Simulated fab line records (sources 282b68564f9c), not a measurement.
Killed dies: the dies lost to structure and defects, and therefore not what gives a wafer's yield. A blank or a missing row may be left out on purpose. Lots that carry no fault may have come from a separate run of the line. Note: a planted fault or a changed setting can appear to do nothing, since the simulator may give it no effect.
Problem report in the 8D (eight disciplines) form, filled by code || flow rit_cmos || the parts of the form that need people (team, actions taken, sign-off) are left out

## 1. PROBLEM STATEMENT
At RIT_M1_HARDBAKE_11, heater_power_total_W averages 51.28 W over 8 wafers from 3 lots, while fault-free wafers read 52.04 W, standard deviation 0.061. Relative to the usual mean, that is a shift of -12 standard deviations.
The step: time 120 s.
First seen on wafer L716.4, day 6 11:36, on litho_track-01. The record has a number at this step for 44 wafers belonging to 15 lots. Rule for "out", or "out of limits": more than 4 standard deviations from the usual mean. The rest of the wafers with a number are treated as sound.

## 2. WHAT IT IS, WHAT IT ISN'T
{"question": "which readings at this step", "is": "heater_power_total_W, plate_temp_C", "is not": "-"}
{"question": "which lots", "is": "L716, L717, L718", "is not": "L703, L704, L705, L707, L708, L709, L710, L713, L721, L722, L723, L724"}
{"question": "which wafers of those lots", "is": "all that have a number", "is not": "-"}
{"question": "read on which tools", "is": "litho_track-01", "is not": "litho_track-03, litho_track-04"}
{"question": "when", "is": "from day 6 11:36", "is not": "up to then (24 sound wafers); but 12 sound wafers of L721, L722, L723, L724 came after"}

## 3. THE SUSPECTS, EACH WITH WHAT RULES IT OUT
Counting: a tool at a process step up to the reading stays a suspect if it ran every lot that is out and no sound lot after the first of them.
- litho_track-01 at RIT_M1_HARDBAKE_11 (time 120 s): kept. It processed each lot that is out, first L716 at day 6 11:36, and no sound lot thereafter; up to then, the last sound lot it processed was L709 at day 5 02:55. On those wafers its own readings are out: heater_power_total_W, plate_temp_C.
Remaining after the count: litho_track-01 at RIT_M1_HARDBAKE_11.

## 4. THE CAUSE (what the simulator had put in)
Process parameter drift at RIT_M1_HARDBAKE_11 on litho_track-01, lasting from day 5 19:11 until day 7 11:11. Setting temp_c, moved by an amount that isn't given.
After counting, this tool was the only one left.

## 5. THE CHAIN OF EFFECTS, in route order
Rows list readings where the struck wafers' mean (over those with a number) sits beyond 3 standard deviations from the usual. Readings are gone through only where the record gives a usual standard deviation; hours: the median, over the lots, of the time from a lot's start at the first step in this table giving one to that lot's start at this step; sigmas: the change measured in usual standard deviations.
{"hours": 0, "step": "RIT_M1_HARDBAKE_11", "reading": "heater_power_total_W", "usual": "52.04 W", "on struck wafers": 51.28, "change": -0.76, "sigmas": -12}
{"hours": 0, "step": "RIT_M1_HARDBAKE_11", "reading": "plate_temp_C", "usual": "140.00 C", "on struck wafers": 138.43, "change": -1.57, "sigmas": -10}
It contains these process steps:
- RIT_M1_HARDBAKE_11: time 120 s.

## 6. WHAT WOULD HAVE CAUGHT IT SOONER
16 hours passed between the start of the fault at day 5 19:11 and the first reading out of limits in this record, taken at day 6 11:36.
